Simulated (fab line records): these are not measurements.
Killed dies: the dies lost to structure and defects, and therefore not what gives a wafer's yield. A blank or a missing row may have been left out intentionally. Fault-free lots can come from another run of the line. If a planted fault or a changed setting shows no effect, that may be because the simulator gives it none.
Which tool is to blame? + flow berkeleyCmos170 + 16 lots with 48 wafers sampled at 4 steps, on a route of 331 steps

== WHAT EACH GAUGE READ, for each wafer ==
UCB170_ACTIVE_THK_MEAS_06.
| lot  | measured    | on           | ACTIVE_NITRIDE_THK (nm) |
|------|-------------|--------------|-------------------------|
| L395 | day 4 02:37 | filmMetro-03 | 220.3 219.9 221.3       |
| L396 | day 4 07:30 | filmMetro-03 | 220.6 220.8 221.6       |
| L398 | day 4 19:32 | filmMetro-01 | 222.5 222.9 222.4       |
| L399 | day 5 03:49 | filmMetro-04 | 221.6 222.7 221.5       |
| L401 | day 5 09:43 | filmMetro-04 | 224.0 223.4 223.6       |
| L403 | day 5 23:12 | filmMetro-03 | 218.4 220.1 218.2       |
| L404 | day 6 11:13 | filmMetro-04 | 220.8 220.2 219.9       |
| L405 | day 6 11:13 | filmMetro-01 | 220.2 220.9 223.5       |
| L407 | day 6 21:53 | filmMetro-03 | 169.3 169.5 169.3       |
| L408 | day 6 21:53 | filmMetro-01 | 170.1 170.2 169.3       |
| L409 | day 7 05:20 | filmMetro-01 | 169.1 169.0 169.3       |
| L410 | day 7 05:24 | filmMetro-01 | 169.2 169.3 167.2       |
| L414 | day 8 06:01 | filmMetro-03 | 219.1 219.7 220.0       |
| L415 | day 8 06:01 | filmMetro-01 | 225.7 225.1 223.2       |
| L416 | day 8 12:58 | filmMetro-03 | 220.9 222.8 220.2       |
| L417 | day 8 19:28 | filmMetro-01 | 220.0 220.8 221.1       |

UCB170_NVT_OVL_MEAS_06.
| lot  | measured     | on         | NVT_OVL (nm) |
|------|--------------|------------|--------------|
| L395 | day 5 10:30  | overlay-02 | -9 -3 -6     |
| L396 | day 5 10:38  | overlay-01 | -12 -6 -9    |
| L398 | day 6 00:39  | overlay-01 | -5 -9 -14    |
| L399 | day 6 11:18  | overlay-01 | -8 -16 -11   |
| L401 | day 6 17:08  | overlay-01 | -17 -17 -13  |
| L403 | day 7 08:28  | overlay-02 | -13 -15 -10  |
| L404 | day 7 17:38  | overlay-01 | -8 -9 -13    |
| L405 | day 7 17:45  | overlay-01 | -10 -6 -3    |
| L407 | day 8 05:23  | overlay-01 | -8 -22 -5    |
| L408 | day 8 05:14  | overlay-02 | -1 -12 -6    |
| L409 | day 8 13:14  | overlay-01 | -11 -14 -9   |
| L410 | day 8 12:58  | overlay-02 | -11 -9 -6    |
| L414 | day 9 19:14  | overlay-01 | -6 -6 -7     |
| L415 | day 9 19:07  | overlay-02 | -13 -13 -10  |
| L416 | day 9 23:49  | overlay-02 | 0 4 3        |
| L417 | day 10 07:20 | overlay-02 | -9 -8 -8     |

== WHAT TOOL EACH LOT RAN ON (gives the tool, then ch and the chambers of the sampled wafers, and finally the start) ==
| lot  | UCB170_ACTIVE_CVD_05       | UCB170_ACTIVE_ETCH_15            |
|------|----------------------------|----------------------------------|
| L395 | lpcvd-02 ch 1, day 4 00:42 | rieDiel-03 ch 0,2,3, day 4 03:52 |
| L396 | lpcvd-02 ch 0, day 4 05:34 | rieDiel-03 ch 0,2,3, day 4 08:38 |
| L398 | lpcvd-02 ch 1, day 4 17:37 | rieDiel-01 ch 0,3, day 4 20:43   |
| L399 | lpcvd-02 ch 0, day 5 01:53 | rieDiel-01 ch 0,1,3, day 5 05:14 |
| L401 | lpcvd-01 ch 1, day 5 07:49 | rieDiel-01 ch 0,1,3, day 5 10:56 |
| L403 | lpcvd-01 ch 1, day 5 21:16 | rieDiel-01 ch 0,1,3, day 6 00:15 |
| L404 | lpcvd-02 ch 1, day 6 09:17 | rieDiel-01 ch 2,3, day 6 13:44   |
| L405 | lpcvd-02 ch 0, day 6 09:17 | rieDiel-03 ch 0,2,3, day 6 13:38 |
| L407 | lpcvd-02 ch 0, day 6 19:57 | rieDiel-01 ch 0,1,2, day 6 22:58 |
| L408 | lpcvd-02 ch 0, day 6 19:57 | rieDiel-01 ch 0,1, day 6 23:12   |
| L409 | lpcvd-02 ch 0, day 7 03:19 | rieDiel-03 ch 1,3, day 7 07:23   |
| L410 | lpcvd-02 ch 1, day 7 03:19 | rieDiel-02 ch 1,2,3, day 7 07:44 |
| L414 | lpcvd-01 ch 0, day 8 03:08 | rieDiel-02 ch 0,2,3, day 8 07:05 |
| L415 | lpcvd-01 ch 0, day 8 03:08 | rieDiel-03 ch 0,1,2, day 8 07:19 |
| L416 | lpcvd-01 ch 0, day 8 11:03 | rieDiel-02 ch 1,2,3, day 8 14:51 |
| L417 | lpcvd-01 ch 1, day 8 17:32 | rieDiel-02 ch 1,2, day 8 20:31   |
- UCB170_ACTIVE_CVD_05: deposits Si3N4 from SiH2Cl2/NH3, target thk 220 nm, time 3300 s.
- UCB170_ACTIVE_ETCH_15: etches Si3N4 in CH3F/Ar/O2, stops on SiO2, target depth 242 nm, time 151 s.

== WHAT THE TOOLS THEMSELVES READ (means of the sampled wafers that have a number; where no wafer has one, the mark that the record gives instead) ==
UCB170_ACTIVE_CVD_05.
| lot  | tool     | nh3FlowSccm (sccm) | zonePowerCentrePct (%) |
|------|----------|--------------------|------------------------|
| L395 | lpcvd-02 | 75.23              | 34.5                   |
| L396 | lpcvd-02 | 75.25              | 31.3                   |
| L398 | lpcvd-02 | 74.78              | 34.6                   |
| L399 | lpcvd-02 | 75.12              | 31.5                   |
| L401 | lpcvd-01 | 75.03              | 36.0                   |
| L403 | lpcvd-01 | 74.81              | 36.1                   |
| L404 | lpcvd-02 | 75.13              | 34.6                   |
| L405 | lpcvd-02 | 74.97              | 31.4                   |
| L407 | lpcvd-02 | 75.05              | 31.5                   |
| L408 | lpcvd-02 | 75.12              | 31.2                   |
| L409 | lpcvd-02 | 75.22              | 31.7                   |
| L410 | lpcvd-02 | 74.94              | 34.7                   |
| L414 | lpcvd-01 | 74.93              | 34.4                   |
| L415 | lpcvd-01 | 74.90              | 34.2                   |
| L416 | lpcvd-01 | 74.96              | 34.5                   |
| L417 | lpcvd-01 | 74.98              | 36.0                   |

UCB170_ACTIVE_ETCH_15.
| lot  | tool       | drypumpMotorCurrentA (A) | oesProductAu (a.u.) | throttleValvePct (%) |
|------|------------|--------------------------|---------------------|----------------------|
| L395 | rieDiel-03 | 5.2                      | 0.930               | 8.14                 |
| L396 | rieDiel-03 | 5.2                      | 0.936               | 8.13                 |
| L398 | rieDiel-01 | 5.2                      | 0.930               | 8.07                 |
| L399 | rieDiel-01 | 5.6                      | 0.945               | 8.04                 |
| L401 | rieDiel-01 | 5.7                      | 0.946               | 8.04                 |
| L403 | rieDiel-01 | 5.6                      | 0.935               | 8.03                 |
| L404 | rieDiel-01 | 5.4                      | 0.941               | 8.13                 |
| L405 | rieDiel-03 | 5.3                      | 0.930               | 8.12                 |
| L407 | rieDiel-01 | 5.5                      | 0.797               | 7.97                 |
| L408 | rieDiel-01 | 5.4                      | 0.795               | 7.97                 |
| L409 | rieDiel-03 | 5.0                      | 0.802               | 8.22                 |
| L410 | rieDiel-02 | 5.2                      | 0.810               | 8.00                 |
| L414 | rieDiel-02 | 5.4                      | 0.934               | 7.97                 |
| L415 | rieDiel-03 | 5.6                      | 0.954               | 8.03                 |
| L416 | rieDiel-02 | 5.2                      | 0.947               | 8.01                 |
| L417 | rieDiel-02 | 5.3                      | 0.957               | 8.05                 |

== THE ANSWER, worked out from the rows above alone ==
Rule: the lots themselves supply what counts as usual. The widest of any qualifying gaps counts: lots, ordered by their means at a reading, are off when they make up no more than a third of the lots, leave a main group of 4 or more, and stand apart from it by 3 or more times the standard deviation of that group's means. A main group is skipped when, at the precision printed for the reading in the tables above, its means are all equal. Also off: a lot with no number at a reading for which 4 or more lots have one. Where the step has rows for the other lots, those lots are counted as sound. After the gauges, taken in route order, come the tools' own readings; for these a lot's mean is taken, as printed above. At the first step where some lot is off, the reading lying furthest off is the one used; lots without a number count as furthest.
Off: L407, L408, L409, L410, at UCB170_ACTIVE_THK_MEAS_06 (ACTIVE_NITRIDE_THK). The main group has a mean of 221.4 nm with a standard deviation of 1.6.
If a tool, at a process step before that reading, ran all the lots that are off and no sound lot after the first of them, it fits. The gauges at UCB170_ACTIVE_THK_MEAS_06 aren't tried: what is off there is off at UCB170_ACTIVE_ETCH_15 too, on other tools, and a gauge's error can't cause that. One fits: UCB170_ACTIVE_CVD_05 on lpcvd-02. A fault onset in the window from L404 (day 6 09:17, its last sound lot) to L407 (day 6 19:57, its first lot off) fits.

== WHAT WAS PUT IN BY THE SIMULATOR ==
Site profile drift: lpcvd-02, from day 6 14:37 on, at UCB170_ACTIVE_CVD_05. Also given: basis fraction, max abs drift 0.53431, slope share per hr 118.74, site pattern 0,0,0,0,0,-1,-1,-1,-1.
Lots struck among those shown: L407, L408, L409, L410. This agrees with what the rule above found.
